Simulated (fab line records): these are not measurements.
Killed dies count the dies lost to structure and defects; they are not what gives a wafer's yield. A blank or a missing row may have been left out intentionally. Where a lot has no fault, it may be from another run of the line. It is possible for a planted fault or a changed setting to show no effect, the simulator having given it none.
The same fault as seen by 2 desks + flow rit-cmos + what lay behind the numbers comes last; until then each desk has only its own

## FROM THE METROLOGY DESK
What the gauges read, lot by lot, whatever tool the lot ran on: means of the sampled wafers that have a number. If a lot's mean is further than 4 standard deviations from the usual mean, the lot is out of limits and carries the mark OUT (the distance appears in the brackets).
Columns: A = REOX_OXIDE_THK at RIT_REOX_THK_MEAS_04, usual 25.2 nm
| lot  | first seen here | A               |
|------|-----------------|-----------------|
| L102 | day 2 19:14     | 25.7            |
| L104 | day 3 04:03     | 25.1            |
| L105 | day 3 08:06     | 25.0            |
| L106 | day 3 15:41     | 24.9            |
| L107 | day 3 22:18     | 25.6            |
| L108 | day 4 00:05     | 25.1            |
| L109 | day 4 09:13     | 25.5            |
| L110 | day 4 13:28     | 25.5            |
| L111 | day 4 20:50     | 24.9            |
| L112 | day 5 01:55     | 25.8            |
| L113 | day 5 04:27     | 29.7 (+11) OUT  |
| L114 | day 5 09:13     | 29.3 (+9.8) OUT |
| L116 | day 5 20:38     | 29.1 (+9.4) OUT |
| L123 | day 7 04:59     | 24.8            |
| L124 | day 7 08:36     | 24.9            |
Finding of this desk: L113, L114, L116 out of limits, first seen on L113 at day 5 04:27 (REOX_OXIDE_THK at RIT_REOX_THK_MEAS_04). L102, L104, L105, L106, L107, L108, L109, L110, L111, L112, L123, L124: within limits.

## THE TOOL OWNER'S DESK: furnace-03
The tool's own readings at RIT_REOX_OXIDATION_03 (target thk 25.2 nm, ox time 5580 s): means of the sampled wafers that have a number, for each lot that ran on this tool. If a lot's mean is further than 4 standard deviations from the usual mean, the lot is out of limits and carries the mark OUT (the distance appears in the brackets).
Columns: A = spike-tc-centre-C at RIT_REOX_OXIDATION_03, usual 902.1 C; B = spike-tc-load-C at RIT_REOX_OXIDATION_03, usual 927.0 C; C = spike-tc-source-C at RIT_REOX_OXIDATION_03, usual 921.0 C; D = tube-center-temp-C at RIT_REOX_OXIDATION_03, usual 900 C; E = tube_center_temp_C_max at RIT_REOX_OXIDATION_03, usual 902.4; F = zone-power-load-pct at RIT_REOX_OXIDATION_03, usual 26.1 %
| lot  | first seen here | A                | B                | C                | D                     | E               | F    |
|------|-----------------|------------------|------------------|------------------|-----------------------|-----------------|------|
| L102 | day 2 16:41     | 899.2            | 931.0            | 918.9            | 900                   | 902.2           | 26.5 |
| L105 | day 3 05:32     | 899.4            | 930.6            | 918.9            | 900                   | 902.6           | 26.6 |
| L106 | day 3 13:08     | 900.0            | 930.2            | 919.1            | 900                   | 902.5           | 26.5 |
| L111 | day 4 18:16     | 899.5            | 930.5            | 919.2            | 900                   | 902.5           | 26.4 |
| L113 | day 5 01:54     | 913.4 (+5.4) OUT | 944.9 (+7.1) OUT | 933.9 (+8.1) OUT | 915 (+99 or more) OUT | 917.2 (+37) OUT | 27.8 |
| L114 | day 5 06:38     | 914.4 (+5.9) OUT | 945.4 (+7.3) OUT | 935.3 (+8.9) OUT | 915 (+99 or more) OUT | 917.4 (+38) OUT | 27.6 |
| L116 | day 5 18:04     | 913.8 (+5.6) OUT | 944.7 (+7.1) OUT | 934.9 (+8.7) OUT | 915 (+99 or more) OUT | 917.3 (+37) OUT | 27.8 |
Finding of this desk: L113, L114, L116 out of limits; the first was L113 at day 5 01:54, on spike-tc-centre-C at RIT_REOX_OXIDATION_03. L102, L105, L106, L111: within limits.

## BROUGHT TOGETHER
The tool owner's desk could have raised an alarm at day 5 01:54, on L113, L114, L116.
On L113, L114, L116, the metrology desk was in a position to raise an alarm at day 5 04:27.
Of the lots named, all ran RIT_REOX_OXIDATION_03 on furnace-03.

## WHAT THE SIMULATOR HAD INSERTED
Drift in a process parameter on furnace-03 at RIT_REOX_OXIDATION_03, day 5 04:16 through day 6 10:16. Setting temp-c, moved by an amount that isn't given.
Shown lots that were struck: L113, L114, L116.
